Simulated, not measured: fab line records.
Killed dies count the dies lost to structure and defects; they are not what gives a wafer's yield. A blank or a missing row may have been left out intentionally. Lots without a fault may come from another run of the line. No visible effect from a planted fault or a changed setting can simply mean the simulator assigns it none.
Lot-split experiment :: flow ritCmos :: route with 202 steps; 5 lots, 18 wafers read

## ABOUT THE SPLIT
At RIT_M1_METAL_ETCH_12 (etches Al in Cl2/BCl3, stops on SiO2, time 165 s, target depth 600 nm), the setting rfW was moved away from the recipe's 250 W on 7 of the 18 wafers read, by -8.8% to +9.6%. All remaining wafers had this setting at the recipe value.

The split's own step is where the reading is taken.

## THE READING
NOVOLAK_of_M1_COAT_04.thkNm (the simulator's own value, which no gauge read), in nm, at RIT_M1_METAL_ETCH_12 (etches Al in Cl2/BCl3, stops on SiO2, time 165 s, target depth 600 nm). No usual value for it is given in the file. Here, 11 wafers ran the recipe; their average is 802.3 nm with a standard deviation of 10 nm.

wafer: L075.1
tool, chamber at the split: rieMetal-04, 0
rfW as run, W: 228.1
against the recipe: -8.8%
NOVOLAK_of_M1_COAT_04.thkNm, nm: 820.6
against lot-mates on the recipe: +22.8

wafer: L075.3
tool, chamber at the split: rieMetal-04, 1
rfW as run, W: 250
against the recipe: recipe
NOVOLAK_of_M1_COAT_04.thkNm, nm: 803.8
against lot-mates on the recipe: -

wafer: L075.4
tool, chamber at the split: rieMetal-04, 0
rfW as run, W: 250
against the recipe: recipe
NOVOLAK_of_M1_COAT_04.thkNm, nm: 797.6
against lot-mates on the recipe: -

wafer: L075.5
tool, chamber at the split: rieMetal-04, 0
rfW as run, W: 250
against the recipe: recipe
NOVOLAK_of_M1_COAT_04.thkNm, nm: 791.9
against lot-mates on the recipe: -

wafer: L075.6
tool, chamber at the split: rieMetal-04, 1
rfW as run, W: 228.1
against the recipe: -8.8%
NOVOLAK_of_M1_COAT_04.thkNm, nm: 831.9
against lot-mates on the recipe: +34.1

wafer: L076.1
tool, chamber at the split: rieMetal-03, 0
rfW as run, W: 250
against the recipe: recipe
NOVOLAK_of_M1_COAT_04.thkNm, nm: 820.2
against lot-mates on the recipe: -

wafer: L076.3
tool, chamber at the split: rieMetal-03, 0
rfW as run, W: 250
against the recipe: recipe
NOVOLAK_of_M1_COAT_04.thkNm, nm: 816.8
against lot-mates on the recipe: -

wafer: L078.1
tool, chamber at the split: rieMetal-04, 0
rfW as run, W: 241.2
against the recipe: -3.5%
NOVOLAK_of_M1_COAT_04.thkNm, nm: 801.5
against lot-mates on the recipe: +12.8

wafer: L078.2
tool, chamber at the split: rieMetal-04, 1
rfW as run, W: 241.2
against the recipe: -3.5%
NOVOLAK_of_M1_COAT_04.thkNm, nm: 810.7
against lot-mates on the recipe: +22.0

wafer: L078.3
tool, chamber at the split: rieMetal-04, 0
rfW as run, W: 250
against the recipe: recipe
NOVOLAK_of_M1_COAT_04.thkNm, nm: 789
against lot-mates on the recipe: -

wafer: L078.4
tool, chamber at the split: rieMetal-04, 1
rfW as run, W: 241.2
against the recipe: -3.5%
NOVOLAK_of_M1_COAT_04.thkNm, nm: 813.2
against lot-mates on the recipe: +24.5

wafer: L078.6
tool, chamber at the split: rieMetal-04, 0
rfW as run, W: 250
against the recipe: recipe
NOVOLAK_of_M1_COAT_04.thkNm, nm: 788.4
against lot-mates on the recipe: -

wafer: L079.3
tool, chamber at the split: rieMetal-03, 1
rfW as run, W: 250
against the recipe: recipe
NOVOLAK_of_M1_COAT_04.thkNm, nm: 801
against lot-mates on the recipe: -

wafer: L079.4
tool, chamber at the split: rieMetal-03, 0
rfW as run, W: 250
against the recipe: recipe
NOVOLAK_of_M1_COAT_04.thkNm, nm: 810.1
against lot-mates on the recipe: -

wafer: L079.5
tool, chamber at the split: rieMetal-03, 1
rfW as run, W: 250
against the recipe: recipe
NOVOLAK_of_M1_COAT_04.thkNm, nm: 801.5
against lot-mates on the recipe: -

wafer: L084.4
tool, chamber at the split: rieMetal-04, 0
rfW as run, W: 274.1
against the recipe: +9.6%
NOVOLAK_of_M1_COAT_04.thkNm, nm: 758.8
against lot-mates on the recipe: -46.2

wafer: L084.5
tool, chamber at the split: rieMetal-04, 1
rfW as run, W: 250
against the recipe: recipe
NOVOLAK_of_M1_COAT_04.thkNm, nm: 805
against lot-mates on the recipe: -

wafer: L084.6
tool, chamber at the split: rieMetal-04, 0
rfW as run, W: 274.1
against the recipe: +9.6%
NOVOLAK_of_M1_COAT_04.thkNm, nm: 754.9
against lot-mates on the recipe: -50.1

THE FIT
A straight line over all 18 wafers: NOVOLAK_of_M1_COAT_04.thkNm changes by -3.69 nm for each +1% of rfW; r = -0.88; the points scatter about the line by 9.8 nm.
The same after taking each lot's own level away (the mean of its wafers on the recipe; 18 wafers): -4.37 nm for each +1%; r = -0.96; scatter 6 nm.
On that fit, the largest move of rfW shifts the reading by 42 nm.
The lots' own levels span 788.70 to 818.50 nm, that is 3.0 times the standard deviation above.
So the lot-to-lot level changes the slope: the two fits differ.
Check: with one of the wafers moved furthest among these (+9.6%) left out of the fit, the line predicts -41.6 nm for it against its lot-mates. Against them it came out at -46.2 nm.
Tool readings at the split's step, against how far the setting was moved: oesProductAu r = -0.21.

## OTHER SPLITS APPLIED TO THESE WAFERS
Other splits were also applied to these wafers ahead of the reading. Each is held against what the fit with the lots' levels taken away leaves over:
other split on the same wafers: RIT_SILICIDE_SPUTTER_01 chamberPressurePa
wafers away from the commonest value: 13
r with NOVOLAK_of_M1_COAT_04.thkNm (lot level and that fit taken away): +0.22

other split on the same wafers: RIT_CONTACT_CVD_00 timeS
wafers away from the commonest value: 4
r with NOVOLAK_of_M1_COAT_04.thkNm (lot level and that fit taken away): -0.27

other split on the same wafers: RIT_M1_SPUTTER_00 timeS
wafers away from the commonest value: 5
r with NOVOLAK_of_M1_COAT_04.thkNm (lot level and that fit taken away): +0.01

other split on the same wafers: RIT_M1_DEVELOP_08 developTimeS
wafers away from the commonest value: 5
r with NOVOLAK_of_M1_COAT_04.thkNm (lot level and that fit taken away): -0.35

## THE FILE'S OWN FIT
NOVOLAK_of_M1_COAT_04.thkNm changes by -4.1 nm for each +1% of rfW, r = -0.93.
